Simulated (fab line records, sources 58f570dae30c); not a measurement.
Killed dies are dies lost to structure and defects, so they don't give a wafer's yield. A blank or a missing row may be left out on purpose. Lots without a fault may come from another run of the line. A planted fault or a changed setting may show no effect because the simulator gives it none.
Chamber matching | flow berkeley_cmos170 | UCB170_PWELL_ETCH_14 on rie_diel-03: 4 sister chambers
The step etches Si3N4 in CH3F/Ar/O2, stops on SiO2, target depth 242 nm, time 151 s. 14 wafers are shown with their chamber, then 7 later ones without.

WAFERS WITH THEIR CHAMBER
wafer  | chamber | drypump_motor_current_A (A) | throttle_valve_pct (%) | oes_product_au (a.u.)
L103.2 | 0       | 6.6                         | 7.85                   | 0.961
L103.5 | 2       | 5.4                         | 7.95                   | 0.963
L103.6 | 3       | 5.8                         | 7.78                   | 0.935
L105.2 | 1       | 5.6                         | 7.96                   | 0.973
L105.5 | 2       | 5.4                         | 7.93                   | 0.962
L105.6 | 3       | 5.8                         | 7.80                   | 0.937
L107.1 | 0       | 6.7                         | 7.84                   | 0.972
L107.2 | 1       | 5.6                         | 7.94                   | 0.973
L107.3 | 2       | 5.4                         | 7.94                   | 0.970
L113.2 | 3       | 5.8                         | 7.79                   | 0.937
L113.3 | 0       | 6.7                         | 7.84                   | 0.974
L113.4 | 3       | 5.8                         | 7.80                   | 0.943
L119.1 | 1       | 5.6                         | 7.95                   | 0.954
L119.2 | 3       | 5.8                         | 7.80                   | 0.921

SIGNATURES (means of the wafers above)
reading                 | chamber 0 | chamber 1 | chamber 2 | chamber 3 | scatter within a chamber
drypump_motor_current_A | 6.667     | 5.600     | 5.400     | 5.800     | 0.0258
throttle_valve_pct      | 7.8433    | 7.9500    | 7.9400    | 7.7940    | 0.00887
oes_product_au          | 0.96900   | 0.96667   | 0.96500   | 0.93460   | 0.00802
Rule: a wafer's distance from a chamber is the root of the sum, over the readings, of the square of ((its reading less the chamber's mean) divided by the reading's scatter). The wafer belongs to the nearest chamber; if the next one is less than 2 further off, it can't be placed. The scatter: the root of (the sum of the squares of (reading less its chamber's mean) over the shown wafers, divided by (wafers less chambers)).

WAFERS WITHOUT THEIR CHAMBER
wafer  | drypump_motor_current_A (A) | throttle_valve_pct (%) | oes_product_au (a.u.)
L119.5 | 5.6                         | 7.93                   | 0.962
L123.4 | 5.6                         | 7.94                   | 0.972
L123.5 | 5.7                         | 7.80                   | 0.939
L123.6 | 6.6                         | 7.84                   | 0.948
L124.2 | 6.7                         | 7.84                   | 0.956
L124.4 | 5.7                         | 7.81                   | 0.932
L124.5 | 5.6                         | 7.95                   | 0.965

WHICH CHAMBER EACH WENT THROUGH
wafer  | from the rows above | in truth
L119.5 | 1                   | 1
L123.4 | 1                   | 1
L123.5 | 3                   | 3
L123.6 | 0                   | 0
L124.2 | 0                   | 0
L124.4 | 3                   | 3
L124.5 | 1                   | 1
Placed correctly: 7 of 7. Can't be placed from these rows: 0. Placed wrongly: 0.
